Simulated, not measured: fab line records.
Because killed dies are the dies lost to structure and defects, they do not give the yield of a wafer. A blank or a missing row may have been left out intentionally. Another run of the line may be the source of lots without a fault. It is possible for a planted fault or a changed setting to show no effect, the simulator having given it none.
A sampling plan put to the test || flow rit cmos || one fab line, 11 faults that these records tell of, each judged on the records of the lots that it struck
The plan is the line's own looks: the steps of the route at which a gauge or an inspection reads the wafer and doesn't change it. A look is open to judgement when struck wafers have a number at it and the file gives its usual mean and standard deviation on fault-free wafers. Caught: the struck wafers' mean, at a look after the fault's first step, is 4 or more of those standard deviations (sigma) away from the usual mean. On the tool: the fault's steps, tested the same way using the tool's own readings. Another recipe on the struck wafers, or a record that is blank for them alone, also counts as caught.

## THE FAULTS, as the simulator had put them in
1. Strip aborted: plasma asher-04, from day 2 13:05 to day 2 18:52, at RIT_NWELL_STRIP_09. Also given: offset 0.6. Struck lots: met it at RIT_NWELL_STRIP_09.
2. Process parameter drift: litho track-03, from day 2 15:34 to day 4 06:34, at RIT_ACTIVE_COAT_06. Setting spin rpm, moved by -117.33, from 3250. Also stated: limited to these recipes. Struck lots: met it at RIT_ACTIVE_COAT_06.
3. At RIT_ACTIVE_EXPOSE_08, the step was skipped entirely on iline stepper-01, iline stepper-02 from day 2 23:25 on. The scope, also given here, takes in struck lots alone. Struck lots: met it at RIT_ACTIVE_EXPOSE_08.
4. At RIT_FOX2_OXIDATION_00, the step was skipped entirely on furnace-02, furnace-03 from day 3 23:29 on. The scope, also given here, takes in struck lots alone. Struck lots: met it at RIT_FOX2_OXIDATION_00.
5. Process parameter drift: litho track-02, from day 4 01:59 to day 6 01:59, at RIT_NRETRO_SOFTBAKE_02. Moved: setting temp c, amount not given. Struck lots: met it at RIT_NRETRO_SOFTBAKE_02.
6. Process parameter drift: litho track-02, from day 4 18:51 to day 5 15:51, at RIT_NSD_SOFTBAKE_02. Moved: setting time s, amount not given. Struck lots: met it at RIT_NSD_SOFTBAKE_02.
7. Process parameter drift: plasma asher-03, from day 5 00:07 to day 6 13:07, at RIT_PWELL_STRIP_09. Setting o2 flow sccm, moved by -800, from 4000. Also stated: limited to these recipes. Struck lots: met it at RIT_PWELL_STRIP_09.
8. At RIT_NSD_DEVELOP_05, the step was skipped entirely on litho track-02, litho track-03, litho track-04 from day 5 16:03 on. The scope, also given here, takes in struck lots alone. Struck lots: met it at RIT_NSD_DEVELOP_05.
9. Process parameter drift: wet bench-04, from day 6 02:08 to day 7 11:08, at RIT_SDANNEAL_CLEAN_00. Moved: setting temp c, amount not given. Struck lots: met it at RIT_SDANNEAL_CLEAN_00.
10. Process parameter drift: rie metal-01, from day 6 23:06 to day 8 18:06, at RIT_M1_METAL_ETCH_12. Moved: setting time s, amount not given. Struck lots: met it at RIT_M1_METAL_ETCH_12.
11. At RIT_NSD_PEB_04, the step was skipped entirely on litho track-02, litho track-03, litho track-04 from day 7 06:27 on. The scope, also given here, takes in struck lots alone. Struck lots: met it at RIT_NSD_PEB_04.

## WHAT THE PLAN SAW
{"fault": 1, "on the tool itself": "run length s -99 or beyond sigma", "first look that catches it": "no look after it can be judged", "reading, sigma": "-", "median hours from its first step to that look": "-", "hours from the fault's start to the first struck lot there": "-", "judged looks passed uncaught": 0}
{"fault": 2, "on the tool itself": "spin speed rpm -56 sigma", "first look that catches it": "none of the 3 looks that can be judged after it", "reading, sigma": "-", "median hours from its first step to that look": "-", "hours from the fault's start to the first struck lot there": "-", "judged looks passed uncaught": 3}
{"fault": 3, "on the tool itself": "no reading that can be judged", "first look that catches it": "no look after it can be judged", "reading, sigma": "-", "median hours from its first step to that look": "-", "hours from the fault's start to the first struck lot there": "-", "judged looks passed uncaught": 0}
{"fault": 4, "on the tool itself": "the tool's record is blank for the struck wafers", "first look that catches it": "no look after it can be judged", "reading, sigma": "-", "median hours from its first step to that look": "-", "hours from the fault's start to the first struck lot there": "-", "judged looks passed uncaught": 0}
{"fault": 5, "on the tool itself": "heater power total W -47 sigma", "first look that catches it": "no look after it can be judged", "reading, sigma": "-", "median hours from its first step to that look": "-", "hours from the fault's start to the first struck lot there": "-", "judged looks passed uncaught": 0}
{"fault": 6, "on the tool itself": "run length s +52 sigma", "first look that catches it": "no look after it can be judged", "reading, sigma": "-", "median hours from its first step to that look": "-", "hours from the fault's start to the first struck lot there": "-", "judged looks passed uncaught": 0}
{"fault": 7, "on the tool itself": "o2 flow sccm -66 sigma", "first look that catches it": "no look after it can be judged", "reading, sigma": "-", "median hours from its first step to that look": "-", "hours from the fault's start to the first struck lot there": "-", "judged looks passed uncaught": 0}
{"fault": 8, "on the tool itself": "the tool's record is blank for the struck wafers", "first look that catches it": "no look after it can be judged", "reading, sigma": "-", "median hours from its first step to that look": "-", "hours from the fault's start to the first struck lot there": "-", "judged looks passed uncaught": 0}
{"fault": 9, "on the tool itself": "temp c +25 sigma", "first look that catches it": "no look after it can be judged", "reading, sigma": "-", "median hours from its first step to that look": "-", "hours from the fault's start to the first struck lot there": "-", "judged looks passed uncaught": 0}
{"fault": 10, "on the tool itself": "run length s -99 or beyond sigma", "first look that catches it": "no look after it can be judged", "reading, sigma": "-", "median hours from its first step to that look": "-", "hours from the fault's start to the first struck lot there": "-", "judged looks passed uncaught": 0}
{"fault": 11, "on the tool itself": "no reading that can be judged", "first look that catches it": "no look after it can be judged", "reading, sigma": "-", "median hours from its first step to that look": "-", "hours from the fault's start to the first struck lot there": "-", "judged looks passed uncaught": 0}
A dash: the fault is not caught, or the number is missing from these records.

Caught at a look: 0 of 11. Caught on the tool: 9 of 11. By one or the other: 9 of 11.
Caught on the tool alone: faults 1, 2, 4, 5, 6, 7, 8, 9, 10.
Caught by neither: faults 3, 11.
